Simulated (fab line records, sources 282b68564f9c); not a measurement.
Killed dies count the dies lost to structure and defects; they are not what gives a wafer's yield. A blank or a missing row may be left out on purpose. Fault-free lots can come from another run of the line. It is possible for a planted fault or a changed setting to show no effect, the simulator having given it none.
The tool behind it: which one? -- flow ritCmos -- 14 lots with 42 wafers sampled at 4 steps, on a route of 202 steps

WHAT EACH GAUGE READ, for each wafer
RIT_PWELL_OVL_MEAS_06.
lot,measured,on,PWELL_OVL (nm)
L862,day 2 07:04,overlay-02,-1.9 -0.3 0.5
L863,day 2 07:20,overlay-01,-2.2 -3.0 -2.6
L864,day 2 15:18,overlay-02,-0.9 0.5 -0.3
L865,day 2 16:49,overlay-02,-0.6 -2.1 -0.6
L869,day 3 14:21,overlay-01,-2.8 -1.7 -3.6
L870,day 3 21:59,overlay-02,1.0 -0.5 -1.1
L872,day 4 01:46,overlay-02,-0.7 -1.2 -0.8
L874,day 4 11:52,overlay-01,-1.8 -2.5
L875,day 4 16:37,overlay-01,-0.9 -0.4 -2.5
L876,day 4 23:00,overlay-01,0.1 -1.3
L877,day 5 07:41,overlay-01,0.2 -0.5 0.3
L880,day 5 21:00,overlay-01,-3.3 -3.5 -2.7
L882,day 6 03:42,overlay-02,-0.7 -0.7 -0.6
L884,day 6 15:30,overlay-01,-1.5 -1.9 -2.3

RIT_GATE_THK_MEAS_09.
lot,measured,on,GATE_POLY_THK (nm)
L862,day 3 00:52,filmMetro-02,249.3 247.8 248.7
L863,day 3 03:04,filmMetro-02,250.8 249.6 252.4
L864,day 3 04:42,filmMetro-02,251.5 249.5 250.1
L865,day 3 09:14,filmMetro-02,246.1 245.5 246.9
L869,day 4 09:45,filmMetro-03,250.0 253.4 251.4
L870,day 4 12:58,filmMetro-02,249.0 250.1 248.4
L872,day 4 21:26,filmMetro-01,249.3 249.7 248.4
L874,day 5 06:07,filmMetro-01,253.4 253.7
L875,day 5 10:59,filmMetro-01,247.8 250.9 250.8
L876,day 5 16:29,filmMetro-02,248.6 250.4
L877,day 5 23:12,filmMetro-02,249.4 248.9 248.8
L880,day 6 13:46,filmMetro-02,246.3 246.8 246.7
L882,day 6 17:01,filmMetro-02,253.3 253.7 251.7
L884,day 7 06:05,filmMetro-02,247.4 250.3 249.2

RIT_GATE_CD_MEAS_90: the cd target is 150 nm.
lot,measured,on,cdNm (nm)
L862,day 3 02:37,cdSem-01,151.0 150.8 151.3
L863,day 3 04:35,cdSem-02,149.4 148.7 148.6
L864,day 3 06:24,cdSem-01,150.1 149.2 151.7
L865,day 3 10:52,cdSem-02,152.6 149.4 153.7
L869,day 4 11:15,cdSem-02,149.2 150.4 150.0
L870,day 4 14:28,cdSem-01,151.2 151.4 152.3
L872,day 4 22:56,cdSem-02,145.4 147.5 147.8
L874,day 5 07:44,cdSem-02,147.9 149.7
L875,day 5 12:37,cdSem-02,152.1 152.9 153.7
L876,day 5 18:06,cdSem-02,151.2 151.3
L877,day 6 00:44,cdSem-02,150.2 146.5 145.6
L880,day 6 15:17,cdSem-02,150.7 150.8 148.8
L882,day 6 18:55,cdSem-01,154.4 155.3 154.3
L884,day 7 07:44,cdSem-02,149.8 147.1 148.4

EACH LOT AND THE TOOL THAT RAN IT (in order: tool; ch and the chambers of the sampled wafers; start)
lot,RIT_ACTIVE_ETCH_13
L862,"rieDiel-03 ch 2,3, day 1 19:53"
L863,"rieDiel-01 ch 1,2, day 1 20:08"
L864,"rieDiel-02 ch 0,2,3, day 2 02:19"
L865,"rieDiel-03 ch 0,1,3, day 2 08:10"
L869,"rieDiel-01 ch 1,3, day 3 03:46"
L870,"rieDiel-01 ch 2,3, day 3 07:46"
L872,"rieDiel-01 ch 1,3, day 3 18:08"
L874,"rieDiel-03 ch 1,2,3, day 4 02:50"
L875,"rieDiel-01 ch 2,3, day 4 09:26"
L876,"rieDiel-03 ch 0,1,3, day 4 12:50"
L877,"rieDiel-02 ch 2,3, day 4 18:33"
L880,"rieDiel-01 ch 0,2, day 5 11:50"
L882,"rieDiel-02 ch 2,3, day 5 19:06"
L884,"rieDiel-02 ch 1,2, day 6 05:26"
- RIT_ACTIVE_ETCH_13: etches Si3N4 in SF6, stops on SiO2, time 210 s, target depth 210 nm.

AS READ BY THE TOOLS THEMSELVES (means over the sampled wafers that have a number; for cases with no such wafer, the mark the record gives instead)
RIT_ACTIVE_ETCH_13.
lot,tool,drypumpMotorCurrentA (A),oesProductAu (a.u.),throttleValvePct (%)
L862,rieDiel-03,5.2,0.829,7.40
L863,rieDiel-01,5.3,0.821,7.45
L864,rieDiel-02,5.8,0.822,7.50
L865,rieDiel-03,5.3,0.825,7.45
L869,rieDiel-01,5.8,0.803,7.53
L870,rieDiel-01,5.2,0.816,7.46
L872,rieDiel-01,5.8,0.806,7.52
L874,rieDiel-03,5.3,0.797,7.43
L875,rieDiel-01,5.4,0.814,7.49
L876,rieDiel-03,5.3,0.799,7.45
L877,rieDiel-02,6.0,0.820,7.55
L880,rieDiel-01,4.9,0.828,7.44
L882,rieDiel-02,5.9,0.822,7.55
L884,rieDiel-02,5.7,0.829,7.58

THE ANSWER, worked out from the rows above alone
Rule: the usual values come from the lots themselves. The widest of any qualifying gaps counts: lots, ordered by their means at a reading, are off when they make up no more than a third of the lots, leave a main group of 4 or more, and stand apart from it by 3 or more times the standard deviation of that group's means. If all means in a main group match to the digits the tables above print for the reading, that group is not used. A lot without any number at a reading at which 4 lots or more have one is off too. Any other lot the step has rows for is counted as sound. First the gauges in route order, then the tools' own readings, where a lot's mean is used as printed above. At the first step where some lot is off, the reading lying furthest off is the one used; lots without a number count as furthest.
No lot is off at any reading shown: from this, nothing can be told.

WHAT THE SIMULATOR HAD PUT IN
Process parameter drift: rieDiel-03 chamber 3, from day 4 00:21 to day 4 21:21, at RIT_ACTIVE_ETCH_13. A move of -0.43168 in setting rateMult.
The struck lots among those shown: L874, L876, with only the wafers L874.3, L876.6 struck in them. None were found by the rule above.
